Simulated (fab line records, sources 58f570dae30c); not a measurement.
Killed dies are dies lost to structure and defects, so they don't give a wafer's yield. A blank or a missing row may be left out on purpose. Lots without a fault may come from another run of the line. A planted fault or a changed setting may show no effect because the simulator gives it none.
Which tool did it? | flow berkeley_cmos170 | 14 lots, 42 wafers sampled, at 4 steps of a route of 331

WHAT THE GAUGES READ, wafer by wafer
UCB170_V2_THK_MEAS_01.
lot  | measured     | on            | V2_TEOS_THK (nm)
L252 | day 8 07:53  | film_metro-01 | 1969 2009 1980
L251 | day 8 08:35  | film_metro-02 | 1992 2068 2039
L254 | day 8 16:44  | film_metro-04 | 2023 2010 2011
L253 | day 8 17:11  | film_metro-01 | 1954 2000 2016
L255 | day 9 01:29  | film_metro-01 | 2010 2007 2017
L260 | day 9 11:03  | film_metro-01 | 1989 1979 1998
L259 | day 9 11:36  | film_metro-01 | 1975 2002 1997
L257 | day 9 11:52  | film_metro-04 | 2013 2044 2015
L265 | day 10 22:32 | film_metro-02 | 1958 2002 1970
L266 | day 10 23:48 | film_metro-02 | 2021 2033 2043
L267 | day 11 01:04 | film_metro-01 | 1955 1968 1992
L268 | day 11 01:16 | film_metro-04 | 2010 2025 2042
L272 | day 11 19:58 | film_metro-02 | 1979 2030 2018
L274 | day 12 09:51 | film_metro-01 | 1977 2008 2031

UCB170_M3_RS_MEAS_02: measures by four-point-probe.
lot  | measured     | on            | M3_AL_RS (ohm/sq)
L252 | day 8 10:55  | film_metro-03 | 0.0319 0.0319 0.0318
L251 | day 8 11:56  | film_metro-02 | 0.0327 0.0325 0.0323
L254 | day 8 19:28  | film_metro-03 | 0.0318 0.0321 0.0319
L253 | day 8 20:09  | film_metro-01 | 0.0323 0.0323 0.0323
L255 | day 9 03:53  | film_metro-02 | 0.0319 0.0320 0.0322
L260 | day 9 13:24  | film_metro-01 | 0.0318 0.0319 0.0321
L259 | day 9 14:32  | film_metro-03 | 0.0327 0.0325 0.0322
L257 | day 9 14:51  | film_metro-03 | 0.0321 0.0317 0.0316
L265 | day 11 01:40 | film_metro-02 | 0.0317 0.0320 0.0321
L266 | day 11 02:13 | film_metro-02 | 0.0326 0.0330 0.0322
L267 | day 11 04:04 | film_metro-03 | 0.0319 0.0321 0.0317
L268 | day 11 04:49 | film_metro-01 | 0.0323 0.0321 0.0325
L272 | day 11 22:26 | film_metro-01 | 0.0325 0.0323 0.0325
L274 | day 12 12:19 | film_metro-01 | 0.0323 0.0326 0.0325

WHICH TOOL RAN EACH LOT (tool, then ch and the chambers of the sampled wafers, then the start)
lot  | UCB170_M2_SOFTBAKE_06             | UCB170_V2_DEVELOP_11
L252 | litho_track-04 ch 0, day 8 05:15  | litho_track-02 ch 0, day 8 10:00
L251 | litho_track-04 ch 0, day 8 05:44  | litho_track-02 ch 0, day 8 11:00
L254 | litho_track-01 ch 0, day 8 14:46  | litho_track-04 ch 0, day 8 18:00
L253 | litho_track-03 ch 0, day 8 15:08  | litho_track-04 ch 0, day 8 19:00
L255 | litho_track-01 ch 0, day 8 22:40  | litho_track-02 ch 0, day 9 03:00
L260 | litho_track-01 ch 0, day 9 08:01  | litho_track-01 ch 0, day 9 12:00
L259 | litho_track-04 ch 0, day 9 08:03  | litho_track-02 ch 0, day 9 13:00
L257 | litho_track-03 ch 0, day 9 08:04  | litho_track-01 ch 0, day 9 14:00
L265 | litho_track-04 ch 0, day 10 20:30 | litho_track-01 ch 0, day 11 00:00
L266 | litho_track-04 ch 0, day 10 21:04 | litho_track-02 ch 0, day 11 01:00
L267 | litho_track-04 ch 0, day 10 22:07 | litho_track-02 ch 0, day 11 03:00
L268 | litho_track-03 ch 0, day 10 22:23 | litho_track-01 ch 0, day 11 03:00
L272 | litho_track-01 ch 0, day 11 17:21 | litho_track-04 ch 0, day 11 21:00
L274 | litho_track-03 ch 0, day 12 07:25 | litho_track-04 ch 0, day 12 11:00
- UCB170_M2_SOFTBAKE_06: time 61.63 s.
- UCB170_V2_DEVELOP_11: develop time 45 s.

WHAT THE TOOLS THEMSELVES READ (means of the sampled wafers that have a number; where no wafer has one, the mark that the record gives instead)
UCB170_M2_SOFTBAKE_06.
lot  | tool           | chill_plate_temp_C (C) | plate_sensor_t_centre_C (C) | plate_sensor_t_edge_C (C)
L252 | litho_track-04 | 22.95                  | 131.41                      | 131.53
L251 | litho_track-04 | 23.07                  | 131.41                      | 131.53
L254 | litho_track-01 | 23.04                  | 131.41                      | 131.53
L253 | litho_track-03 | 23.10                  | 131.40                      | 131.54
L255 | litho_track-01 | 23.06                  | 131.41                      | 131.53
L260 | litho_track-01 | 23.11                  | 131.41                      | 131.52
L259 | litho_track-04 | 23.01                  | 131.41                      | 131.54
L257 | litho_track-03 | 23.06                  | 131.40                      | 131.53
L265 | litho_track-04 | 23.02                  | 131.42                      | 131.54
L266 | litho_track-04 | 22.87                  | 131.41                      | 131.53
L267 | litho_track-04 | 23.13                  | 131.41                      | 131.52
L268 | litho_track-03 | 23.15                  | 131.41                      | 131.53
L272 | litho_track-01 | 23.18                  | 131.42                      | 131.52
L274 | litho_track-03 | 22.97                  | 131.41                      | 131.52

UCB170_V2_DEVELOP_11.
lot  | tool           | chill_plate_temp_C (C) | developer_temp_C (C)
L252 | litho_track-02 | 22.99                  | 21.00
L251 | litho_track-02 | 22.91                  | 21.11
L254 | litho_track-04 | 23.13                  | 21.01
L253 | litho_track-04 | 22.97                  | 20.89
L255 | litho_track-02 | 22.95                  | 20.96
L260 | litho_track-01 | 22.95                  | 21.08
L259 | litho_track-02 | 23.04                  | 20.95
L257 | litho_track-01 | 23.08                  | 21.07
L265 | litho_track-01 | 22.88                  | 21.00
L266 | litho_track-02 | 23.04                  | 20.19
L267 | litho_track-02 | 22.95                  | 20.06
L268 | litho_track-01 | 23.10                  | 21.00
L272 | litho_track-04 | 22.87                  | 21.09
L274 | litho_track-04 | 22.94                  | 20.83

THE ANSWER, worked out from the rows above alone
Rule: what is usual is taken from the lots themselves. Put in order of their means at a reading, lots are off if they are a third of the lots or fewer, leave a main group of 4 or more, and stand apart from it by a gap of 3 or more times the standard deviation of the main group's means; of several such gaps the widest counts. A main group whose means are all the same, to the digits that the tables above print for the reading, isn't used. A lot without any number at a reading at which 4 lots or more have one is off too. The other lots that the step has rows for count as sound. The gauges are gone through in route order, then the tools' own readings, and for those a lot's mean is taken as printed above. The first step at which some lot is off is used, and at that step the reading that is off furthest; a lot without a number counts as furthest.
Off: L266, L267, at UCB170_V2_DEVELOP_11 (developer_temp_C). The main group: mean 21.00 C, standard deviation 0.08.
A tool fits if, at that step or a process step before it, it ran every lot that is off, and no sound lot after the first of them. Can't be told from this: 2 tools fit, litho_track-04 at UCB170_M2_SOFTBAKE_06, litho_track-02 at UCB170_V2_DEVELOP_11.

WHAT THE SIMULATOR HAD PUT IN
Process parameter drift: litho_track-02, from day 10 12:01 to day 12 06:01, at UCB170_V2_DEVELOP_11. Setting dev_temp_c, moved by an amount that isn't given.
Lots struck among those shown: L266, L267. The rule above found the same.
